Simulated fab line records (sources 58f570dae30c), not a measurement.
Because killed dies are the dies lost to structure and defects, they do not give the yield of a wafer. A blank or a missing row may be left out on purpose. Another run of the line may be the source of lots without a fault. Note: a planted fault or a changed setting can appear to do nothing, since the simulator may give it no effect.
Tool commonality check || flow berkeley-cmos170 || 14 lots, 42 wafers sampled

== WHY IT WAS OPENED ==
UCB170_M1_RS_MEAS_01, reading M1_AL_RS: flagged on 2 of 14 lots. Wafers without a fault read 0.0487 ohm/sq, standard deviation 0.00055.
Rule: a lot gets a flag if all its wafers with a number sit over 4 standard deviations from that mean, or if no wafer of it has a number. As for the other lots, they are considered sound.

{"lot": "L821", "measured": "day 8 07:26", "on": "film-metro-03", "M1_AL_RS (ohm/sq), wafer by wafer": "0.0485 0.0489 0.0481", "flag": ""}
{"lot": "L825", "measured": "day 8 17:10", "on": "film-metro-01", "M1_AL_RS (ohm/sq), wafer by wafer": "0.0491 0.0491 0.0491", "flag": ""}
{"lot": "L826", "measured": "day 8 17:29", "on": "film-metro-04", "M1_AL_RS (ohm/sq), wafer by wafer": "0.0482 0.0482 0.0484", "flag": ""}
{"lot": "L824", "measured": "day 8 22:25", "on": "film-metro-03", "M1_AL_RS (ohm/sq), wafer by wafer": "0.0489 0.0485 0.0489", "flag": ""}
{"lot": "L829", "measured": "day 9 18:39", "on": "film-metro-03", "M1_AL_RS (ohm/sq), wafer by wafer": "0.0480 0.0480 0.0478", "flag": ""}
{"lot": "L830", "measured": "day 9 20:50", "on": "film-metro-04", "M1_AL_RS (ohm/sq), wafer by wafer": "0.0500 0.0501 0.0500", "flag": ""}
{"lot": "L827", "measured": "day 9 20:58", "on": "film-metro-01", "M1_AL_RS (ohm/sq), wafer by wafer": "0.0486 0.0487 0.0488", "flag": ""}
{"lot": "L833", "measured": "day 10 00:51", "on": "film-metro-03", "M1_AL_RS (ohm/sq), wafer by wafer": "0.0484 0.0482 0.0485", "flag": ""}
{"lot": "L834", "measured": "day 10 21:38", "on": "film-metro-01", "M1_AL_RS (ohm/sq), wafer by wafer": "0.0487 0.0483 0.0486", "flag": ""}
{"lot": "L835", "measured": "day 11 02:05", "on": "film-metro-04", "M1_AL_RS (ohm/sq), wafer by wafer": "0.0478 0.0485 0.0481", "flag": ""}
{"lot": "L836", "measured": "day 11 09:36", "on": "film-metro-03", "M1_AL_RS (ohm/sq), wafer by wafer": "0.0486 0.0490 0.0488", "flag": ""}
{"lot": "L837", "measured": "day 11 10:10", "on": "film-metro-03", "M1_AL_RS (ohm/sq), wafer by wafer": "0.0481 0.0479 0.0482", "flag": ""}
{"lot": "L841", "measured": "day 12 18:27", "on": "film-metro-03", "M1_AL_RS (ohm/sq), wafer by wafer": "0.0634 0.0633 0.0639", "flag": "FLAGGED"}
{"lot": "L844", "measured": "day 12 21:55", "on": "film-metro-03", "M1_AL_RS (ohm/sq), wafer by wafer": "0.0633 0.0629 0.0627", "flag": "FLAGGED"}
The mean of the flagged lots' numbers is 0.0633 ohm/sq, +0.0146 ohm/sq from the usual (+26 standard deviations).

== WHICH TOOL RAN EACH LOT ==
The record holds 1 process step before the reading, out of a route of 331 steps. Each cell gives the tool, then ch followed by the chambers the sampled wafers passed through, then the start.
{"lot": "L821", "flag": "", "UCB170_M1_SPUTTER_00": "pvd-sputter-04, day 8 07:23"}
{"lot": "L825", "flag": "", "UCB170_M1_SPUTTER_00": "pvd-sputter-01, day 8 17:06"}
{"lot": "L826", "flag": "", "UCB170_M1_SPUTTER_00": "pvd-sputter-03, day 8 17:24"}
{"lot": "L824", "flag": "", "UCB170_M1_SPUTTER_00": "pvd-sputter-03, day 8 22:21"}
{"lot": "L829", "flag": "", "UCB170_M1_SPUTTER_00": "pvd-sputter-03, day 9 18:34"}
{"lot": "L830", "flag": "", "UCB170_M1_SPUTTER_00": "pvd-sputter-01, day 9 20:46"}
{"lot": "L827", "flag": "", "UCB170_M1_SPUTTER_00": "pvd-sputter-03, day 9 20:53"}
{"lot": "L833", "flag": "", "UCB170_M1_SPUTTER_00": "pvd-sputter-03, day 10 00:47"}
{"lot": "L834", "flag": "", "UCB170_M1_SPUTTER_00": "pvd-sputter-01, day 10 21:33"}
{"lot": "L835", "flag": "", "UCB170_M1_SPUTTER_00": "pvd-sputter-03, day 11 02:01"}
{"lot": "L836", "flag": "", "UCB170_M1_SPUTTER_00": "pvd-sputter-03, day 11 09:32"}
{"lot": "L837", "flag": "", "UCB170_M1_SPUTTER_00": "pvd-sputter-04, day 11 10:05"}
{"lot": "L841", "flag": "FLAGGED", "UCB170_M1_SPUTTER_00": "pvd-sputter-03, day 12 18:23"}
{"lot": "L844", "flag": "FLAGGED", "UCB170_M1_SPUTTER_00": "pvd-sputter-03, day 12 21:51"}
What these steps do:
- UCB170_M1_SPUTTER_00: material Al, target thk 600 nm, time 80 s.
- UCB170_M1_RS_MEAS_01: measures by four-point-probe.

== FLAGGED AGAINST TOTAL, ONE TOOL AT A TIME (gauges that did the reading follow at the end) ==
{"step": "UCB170_M1_SPUTTER_00", "tool": "pvd-sputter-01", "lots run": 3, "flagged": 0, "share of the flagged lots": "none", "sound lots run after its first flagged lot": "-"}
{"step": "UCB170_M1_SPUTTER_00", "tool": "pvd-sputter-03", "lots run": 9, "flagged": 2, "share of the flagged lots": "all", "sound lots run after its first flagged lot": 0}
{"step": "UCB170_M1_SPUTTER_00", "tool": "pvd-sputter-04", "lots run": 2, "flagged": 0, "share of the flagged lots": "none", "sound lots run after its first flagged lot": "-"}
{"step": "UCB170_M1_RS_MEAS_01", "tool": "film-metro-01", "lots run": 3, "flagged": 0, "share of the flagged lots": "none", "sound lots run after its first flagged lot": "-"}
{"step": "UCB170_M1_RS_MEAS_01", "tool": "film-metro-03", "lots run": 8, "flagged": 2, "share of the flagged lots": "all", "sound lots run after its first flagged lot": 0}
{"step": "UCB170_M1_RS_MEAS_01", "tool": "film-metro-04", "lots run": 3, "flagged": 0, "share of the flagged lots": "none", "sound lots run after its first flagged lot": "-"}

== WHAT IS ALLOWED BY THE TABLE ==
In 2 table rows, all flagged lots were run: pvd-sputter-03 (UCB170_M1_SPUTTER_00), film-metro-03 (UCB170_M1_RS_MEAS_01).
- pvd-sputter-03 at UCB170_M1_SPUTTER_00: 2 of its 9 lots flagged. Its last sound lot is L836 (day 11 09:32), its first flagged lot L841 (day 12 18:23): a fault that began between those two fits.
- film-metro-03 at UCB170_M1_RS_MEAS_01: 2 of its 8 lots flagged. Its last sound lot is L837 (day 11 10:10), its first flagged lot L841 (day 12 18:27): a fault that began between those two fits.
Because each of these 2 tools fits a fault that began at some hour, counting lots does not separate them. More lots, or a look at what each step does to the wafer, might.

== WHAT THE SIMULATOR PUT IN ==
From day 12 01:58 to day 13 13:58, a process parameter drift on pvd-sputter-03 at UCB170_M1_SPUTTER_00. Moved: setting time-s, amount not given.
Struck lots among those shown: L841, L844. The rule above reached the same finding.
